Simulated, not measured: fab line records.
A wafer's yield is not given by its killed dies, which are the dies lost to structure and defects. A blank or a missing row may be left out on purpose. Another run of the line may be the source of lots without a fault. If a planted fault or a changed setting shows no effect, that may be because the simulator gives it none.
Code-filled problem report in 8D (eight disciplines) form -- flow rit-cmos -- the parts of the form that need people (team, actions taken, sign-off) are left out

1. THE PROBLEM
At RIT_ACTIVE_ETCH_13, oes-product-au averages 0.964 a.u. over 6 wafers from 2 lots, while fault-free wafers read 0.812 a.u., standard deviation 0.014. Relative to the usual mean, that is a shift of +11 standard deviations.
The step: etches Si3N4 in SF6, stops on SiO2, time 210 s, target depth 210 nm.
Seen first at day 2 10:43 on rie-diel-02, wafer L354.1. At this step, 42 wafers from 14 lots have a number in the record. Rule for "out" (also "out of limits"): further than 4 standard deviations from the usual mean. The rest of the wafers with a number are treated as sound.

2. WHAT IT IS; WHAT IT IS NOT
question,is,is not
which readings at this step,oes-product-au,"drypump-motor-current-A, throttle-valve-pct"
which lots,"L354, L355","L350, L351, L352, L357, L362, L363, L364, L368, L369, L371, L372, L373"
which wafers of those lots,all that have a number,-
read on which tools,rie-diel-02,"rie-diel-03, rie-diel-04"
when,from day 2 10:43,"up to then (9 sound wafers); but 27 sound wafers of L357, L362, L363, L364, L368, L369, L371, L372, L373 came after"

3. WHAT RULES OUT EACH SUSPECT
Counting: any tool at a process step up to the reading is kept as a suspect provided that every lot that is out went through it and no sound lot did after the first of them.
- rie-diel-02 at RIT_ACTIVE_ETCH_13 (etches Si3N4 in SF6, stops on SiO2, time 210 s, target depth 210 nm): kept. It processed each lot that is out, first L354 at day 2 10:43, and no sound lot thereafter; up to then, the last sound lot it processed was L350 at day 1 15:23. Out on those wafers are its own readings of oes-product-au.
Left after counting: rie-diel-02 at RIT_ACTIVE_ETCH_13.

4. THE CAUSE (what the simulator had put in)
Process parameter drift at RIT_ACTIVE_ETCH_13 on rie-diel-02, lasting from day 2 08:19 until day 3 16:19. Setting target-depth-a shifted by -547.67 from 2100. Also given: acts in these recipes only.
The count eliminated every tool but this one.

5. SEQUENCE OF EFFECTS, ordered by route
Each row: a reading whose mean over the struck wafers that have a number lies more than 3 standard deviations from the usual. Scope: only readings with a usual standard deviation given in the record; hours: median across lots of the time from each lot's start at the first step in this table that gives one to its start at this step; sigmas: change in usual standard deviations.
hours,step,reading,usual,on struck wafers,change,sigmas
0,RIT_ACTIVE_ETCH_13,oes-product-au,0.812 a.u.,0.964,+0.152,+11
It contains these process steps:
- RIT_ACTIVE_ETCH_13: etches Si3N4 in SF6, stops on SiO2, time 210 s, target depth 210 nm.
Later steps that measure or inspect, where all struck wafers having a row at the step show a number for every such reading and not one has moved that far: RIT_CONTACT_CD_MEAS_08.

6. HOW IT WOULD HAVE BEEN CAUGHT EARLIER
In this record the first reading out of limits was taken at day 2 10:43, 2 hours after the fault began at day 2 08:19.
